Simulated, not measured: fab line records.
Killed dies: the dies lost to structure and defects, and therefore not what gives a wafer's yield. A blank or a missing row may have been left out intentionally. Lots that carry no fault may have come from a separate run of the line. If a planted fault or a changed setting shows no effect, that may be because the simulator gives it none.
The tool behind it: which one? || flow berkeley-cmos170 || Sampling: 14 lots, 42 wafers, 5 of 331 route steps

WHAT THE GAUGES READ, wafer by wafer
UCB170_NWELL_OVL_MEAS_12.
{"lot": "L367", "measured": "day 2 12:31", "on": "overlay-02", "NWELL_OVL (nm)": "-5 -4 -1"}
{"lot": "L368", "measured": "day 2 12:33", "on": "overlay-01", "NWELL_OVL (nm)": "-5 -4 -2"}
{"lot": "L369", "measured": "day 2 20:07", "on": "overlay-01", "NWELL_OVL (nm)": "-6 2 -8"}
{"lot": "L372", "measured": "day 3 14:38", "on": "overlay-01", "NWELL_OVL (nm)": "-2 -1 -6"}
{"lot": "L374", "measured": "day 3 17:53", "on": "overlay-01", "NWELL_OVL (nm)": "-1 1 -3"}
{"lot": "L375", "measured": "day 4 04:55", "on": "overlay-02", "NWELL_OVL (nm)": "-9 -8 -3"}
{"lot": "L377", "measured": "day 4 11:12", "on": "overlay-01", "NWELL_OVL (nm)": "3 2 1"}
{"lot": "L378", "measured": "day 4 21:14", "on": "overlay-02", "NWELL_OVL (nm)": "2 5 8"}
{"lot": "L380", "measured": "day 4 21:26", "on": "overlay-02", "NWELL_OVL (nm)": "10 6 10"}
{"lot": "L381", "measured": "day 5 09:34", "on": "overlay-02", "NWELL_OVL (nm)": "12 3 8"}
{"lot": "L382", "measured": "day 5 16:37", "on": "overlay-02", "NWELL_OVL (nm)": "-4 -14 -6"}
{"lot": "L386", "measured": "day 6 13:05", "on": "overlay-01", "NWELL_OVL (nm)": "8 1 8"}
{"lot": "L388", "measured": "day 6 23:58", "on": "overlay-01", "NWELL_OVL (nm)": "-2 -5 -7"}
{"lot": "L390", "measured": "day 7 10:11", "on": "overlay-01", "NWELL_OVL (nm)": "-3 0 -7"}

UCB170_PWELL_TW_MEAS_17.
{"lot": "L367", "measured": "day 3 08:44", "on": "film-metro-03", "PWELL_TW": "380.3 377.0 377.3"}
{"lot": "L368", "measured": "day 3 08:38", "on": "film-metro-04", "PWELL_TW": "375.0 372.5 371.4"}
{"lot": "L369", "measured": "day 3 15:52", "on": "film-metro-03", "PWELL_TW": "377.0 375.8 375.4"}
{"lot": "L372", "measured": "day 4 12:40", "on": "film-metro-01", "PWELL_TW": "378.4 377.8 378.2"}
{"lot": "L374", "measured": "day 4 13:02", "on": "film-metro-04", "PWELL_TW": "375.7 375.0 377.4"}
{"lot": "L375", "measured": "day 5 02:12", "on": "film-metro-03", "PWELL_TW": "377.3 375.5 375.5"}
{"lot": "L377", "measured": "day 5 08:45", "on": "film-metro-04", "PWELL_TW": "375.5 373.5 374.1"}
{"lot": "L378", "measured": "day 5 15:41", "on": "film-metro-03", "PWELL_TW": "375.2 376.3 376.2"}
{"lot": "L380", "measured": "day 5 15:26", "on": "film-metro-03", "PWELL_TW": "375.3 375.9 376.6"}
{"lot": "L381", "measured": "day 6 04:28", "on": "film-metro-01", "PWELL_TW": "378.6 377.0 376.6"}
{"lot": "L382", "measured": "day 6 18:55", "on": "film-metro-01", "PWELL_TW": "377.1 376.8 376.5"}
{"lot": "L386", "measured": "day 7 08:41", "on": "film-metro-01", "PWELL_TW": "376.9 378.5 377.2"}
{"lot": "L388", "measured": "day 7 23:15", "on": "film-metro-01", "PWELL_TW": "375.1 376.4 377.0"}
{"lot": "L390", "measured": "day 8 20:48", "on": "film-metro-01", "PWELL_TW": "375.2 375.3 375.1"}

UCB170_PFIELD_TW_MEAS_09.
{"lot": "L367", "measured": "day 5 04:20", "on": "film-metro-02", "PFIELD_TW": "602 606 603"}
{"lot": "L368", "measured": "day 4 18:25", "on": "film-metro-02", "PFIELD_TW": "603 602 602"}
{"lot": "L369", "measured": "day 5 04:02", "on": "film-metro-02", "PFIELD_TW": "598 601 600"}
{"lot": "L372", "measured": "day 6 05:07", "on": "film-metro-01", "PFIELD_TW": "598 598 596"}
{"lot": "L374", "measured": "day 6 05:39", "on": "film-metro-01", "PFIELD_TW": "599 600 598"}
{"lot": "L375", "measured": "day 6 13:56", "on": "film-metro-01", "PFIELD_TW": "551 550 550 549 550 552"}
{"lot": "L377", "measured": "day 6 20:07", "on": "film-metro-01", "PFIELD_TW": "548 548 547 550 546 548"}
{"lot": "L378", "measured": "day 7 07:22", "on": "film-metro-02", "PFIELD_TW": "600 601 600"}
{"lot": "L380", "measured": "day 7 07:05", "on": "film-metro-04", "PFIELD_TW": "597 595 598"}
{"lot": "L381", "measured": "day 7 23:10", "on": "film-metro-02", "PFIELD_TW": "604 603 604"}
{"lot": "L382", "measured": "day 8 17:32", "on": "film-metro-01", "PFIELD_TW": "601 597 598"}
{"lot": "L386", "measured": "day 9 06:20", "on": "film-metro-01", "PFIELD_TW": "602 598 599"}
{"lot": "L388", "measured": "day 9 17:02", "on": "film-metro-02", "PFIELD_TW": "605 604 606"}
{"lot": "L390", "measured": "day 10 09:59", "on": "film-metro-01", "PFIELD_TW": "597 596 598"}

TOOL THAT RAN EACH LOT (tool first, then ch and the chambers of the sampled wafers, then the start)
{"lot": "L367", "UCB170_PWELL_ETCH_14": "rie-diel-01 ch 1,2,3, day 3 08:22", "UCB170_PFIELD_IMPLANT_07": "implanter-02 ch 0, day 5 04:07"}
{"lot": "L368", "UCB170_PWELL_ETCH_14": "rie-diel-03 ch 0,2,3, day 3 08:15", "UCB170_PFIELD_IMPLANT_07": "implanter-03 ch 0, day 4 18:12"}
{"lot": "L369", "UCB170_PWELL_ETCH_14": "rie-diel-03 ch 1,2,3, day 3 15:31", "UCB170_PFIELD_IMPLANT_07": "implanter-04 ch 0, day 5 03:47"}
{"lot": "L372", "UCB170_PWELL_ETCH_14": "rie-diel-02 ch 0,1,3, day 4 12:19", "UCB170_PFIELD_IMPLANT_07": "implanter-02 ch 0, day 6 04:51"}
{"lot": "L374", "UCB170_PWELL_ETCH_14": "rie-diel-02 ch 0,1,3, day 4 12:41", "UCB170_PFIELD_IMPLANT_07": "implanter-04 ch 0, day 6 05:24"}
{"lot": "L375", "UCB170_PWELL_ETCH_14": "rie-diel-02 ch 0,1,2, day 5 01:50", "UCB170_PFIELD_IMPLANT_07": "implanter-04 ch 0, day 6 13:42"}
{"lot": "L377", "UCB170_PWELL_ETCH_14": "rie-diel-03 ch 1,2,3, day 5 08:23", "UCB170_PFIELD_IMPLANT_07": "implanter-04 ch 0, day 6 19:54"}
{"lot": "L378", "UCB170_PWELL_ETCH_14": "rie-diel-01 ch 0,1,2, day 5 15:20", "UCB170_PFIELD_IMPLANT_07": "implanter-03 ch 0, day 7 07:07"}
{"lot": "L380", "UCB170_PWELL_ETCH_14": "rie-diel-01 ch 0,2, day 5 15:04", "UCB170_PFIELD_IMPLANT_07": "implanter-02 ch 0, day 7 06:50"}
{"lot": "L381", "UCB170_PWELL_ETCH_14": "rie-diel-02 ch 0,1,3, day 6 04:07", "UCB170_PFIELD_IMPLANT_07": "implanter-03 ch 0, day 7 22:55"}
{"lot": "L382", "UCB170_PWELL_ETCH_14": "rie-diel-03 ch 0,2, day 6 18:33", "UCB170_PFIELD_IMPLANT_07": "implanter-02 ch 0, day 8 17:19"}
{"lot": "L386", "UCB170_PWELL_ETCH_14": "rie-diel-02 ch 2,3, day 7 08:20", "UCB170_PFIELD_IMPLANT_07": "implanter-02 ch 0, day 9 06:05"}
{"lot": "L388", "UCB170_PWELL_ETCH_14": "rie-diel-02 ch 0,2,3, day 7 22:54", "UCB170_PFIELD_IMPLANT_07": "implanter-03 ch 0, day 9 16:47"}
{"lot": "L390", "UCB170_PWELL_ETCH_14": "rie-diel-01 ch 0,2, day 8 20:27", "UCB170_PFIELD_IMPLANT_07": "implanter-04 ch 0, day 10 09:43"}
- UCB170_PWELL_ETCH_14: etches Si3N4 in CH3F/Ar/O2, stops on SiO2, target depth 242 nm, time 151 s.
- UCB170_PFIELD_IMPLANT_07

WHAT THE TOOLS THEMSELVES READ (means of the sampled wafers that have a number; where no wafer has one, the mark that the record gives instead)
UCB170_PWELL_ETCH_14.
{"lot": "L367", "tool": "rie-diel-01", "drypump-motor-current-A (A)": 5.3, "oes-product-au (a.u.)": 0.925, "throttle-valve-pct (%)": 8.02}
{"lot": "L368", "tool": "rie-diel-03", "drypump-motor-current-A (A)": 5.6, "oes-product-au (a.u.)": 0.935, "throttle-valve-pct (%)": 8.02}
{"lot": "L369", "tool": "rie-diel-03", "drypump-motor-current-A (A)": 5.9, "oes-product-au (a.u.)": 0.942, "throttle-valve-pct (%)": 8.02}
{"lot": "L372", "tool": "rie-diel-02", "drypump-motor-current-A (A)": 5.8, "oes-product-au (a.u.)": 0.938, "throttle-valve-pct (%)": 8.05}
{"lot": "L374", "tool": "rie-diel-02", "drypump-motor-current-A (A)": 5.8, "oes-product-au (a.u.)": 0.939, "throttle-valve-pct (%)": 8.06}
{"lot": "L375", "tool": "rie-diel-02", "drypump-motor-current-A (A)": 5.9, "oes-product-au (a.u.)": 0.949, "throttle-valve-pct (%)": 8.06}
{"lot": "L377", "tool": "rie-diel-03", "drypump-motor-current-A (A)": 5.9, "oes-product-au (a.u.)": 0.939, "throttle-valve-pct (%)": 8.02}
{"lot": "L378", "tool": "rie-diel-01", "drypump-motor-current-A (A)": 5.3, "oes-product-au (a.u.)": 0.949, "throttle-valve-pct (%)": 7.96}
{"lot": "L380", "tool": "rie-diel-01", "drypump-motor-current-A (A)": 5.4, "oes-product-au (a.u.)": 0.925, "throttle-valve-pct (%)": 8.04}
{"lot": "L381", "tool": "rie-diel-02", "drypump-motor-current-A (A)": 5.7, "oes-product-au (a.u.)": 0.941, "throttle-valve-pct (%)": 8.05}
{"lot": "L382", "tool": "rie-diel-03", "drypump-motor-current-A (A)": 5.4, "oes-product-au (a.u.)": 0.949, "throttle-valve-pct (%)": 8.14}
{"lot": "L386", "tool": "rie-diel-02", "drypump-motor-current-A (A)": 5.7, "oes-product-au (a.u.)": 0.933, "throttle-valve-pct (%)": 8.07}
{"lot": "L388", "tool": "rie-diel-02", "drypump-motor-current-A (A)": 5.7, "oes-product-au (a.u.)": 0.935, "throttle-valve-pct (%)": 8.06}
{"lot": "L390", "tool": "rie-diel-01", "drypump-motor-current-A (A)": 5.3, "oes-product-au (a.u.)": 0.929, "throttle-valve-pct (%)": 7.94}

UCB170_PFIELD_IMPLANT_07.
{"lot": "L367", "tool": "implanter-02", "dose-ions-cm2": 1.9997e+13, "faraday-current-uA": 62.6}
{"lot": "L368", "tool": "implanter-03", "dose-ions-cm2": 1.9981e+13, "faraday-current-uA": 63.2}
{"lot": "L369", "tool": "implanter-04", "dose-ions-cm2": 1.9999e+13, "faraday-current-uA": 64.0}
{"lot": "L372", "tool": "implanter-02", "dose-ions-cm2": 1.9997e+13, "faraday-current-uA": 63.2}
{"lot": "L374", "tool": "implanter-04", "dose-ions-cm2": 1.9996e+13, "faraday-current-uA": 61.9}
{"lot": "L375", "tool": "implanter-04", "dose-ions-cm2": 1.5202e+13, "faraday-current-uA": 48.8}
{"lot": "L377", "tool": "implanter-04", "dose-ions-cm2": 1.5210e+13, "faraday-current-uA": 48.1}
{"lot": "L378", "tool": "implanter-03", "dose-ions-cm2": 2.0005e+13, "faraday-current-uA": 63.9}
{"lot": "L380", "tool": "implanter-02", "dose-ions-cm2": 2.0005e+13, "faraday-current-uA": 63.0}
{"lot": "L381", "tool": "implanter-03", "dose-ions-cm2": 1.9986e+13, "faraday-current-uA": 62.5}
{"lot": "L382", "tool": "implanter-02", "dose-ions-cm2": 1.9987e+13, "faraday-current-uA": 63.1}
{"lot": "L386", "tool": "implanter-02", "dose-ions-cm2": 2.0037e+13, "faraday-current-uA": 64.1}
{"lot": "L388", "tool": "implanter-03", "dose-ions-cm2": 2.0003e+13, "faraday-current-uA": 63.0}
{"lot": "L390", "tool": "implanter-04", "dose-ions-cm2": 2.0018e+13, "faraday-current-uA": 63.1}

THE ANSWER, worked out from the rows above alone
Rule: the usual values come from the lots themselves. Put in order of their means at a reading, lots are off if they are a third of the lots or fewer, leave a main group of 4 or more, and stand apart from it by a gap of 3 or more times the standard deviation of the main group's means; of several such gaps the widest counts. A main group whose means are all the same, to the digits that the tables above print for the reading, isn't used. Also off: a lot with no number at a reading for which 4 or more lots have one. All remaining lots with rows at the step are treated as sound. First the gauges in route order, then the tools' own readings, where a lot's mean is used as printed above. The first step at which some lot is off is used, and at that step the reading that is off furthest; a lot without a number counts as furthest.
Off: at UCB170_PFIELD_TW_MEAS_09 (PFIELD_TW), L375, L377. The main group has a mean of 600 with a standard deviation of 2.7.
If a tool, at a process step before that reading, ran all the lots that are off and no sound lot after the first of them, it fits. The gauges at UCB170_PFIELD_TW_MEAS_09 aren't tried: what is off there is off at UCB170_PFIELD_IMPLANT_07 too, on other tools, and a gauge's error can't cause that. Not one of the candidates tried fits.

WHAT THE SIMULATOR PUT IN
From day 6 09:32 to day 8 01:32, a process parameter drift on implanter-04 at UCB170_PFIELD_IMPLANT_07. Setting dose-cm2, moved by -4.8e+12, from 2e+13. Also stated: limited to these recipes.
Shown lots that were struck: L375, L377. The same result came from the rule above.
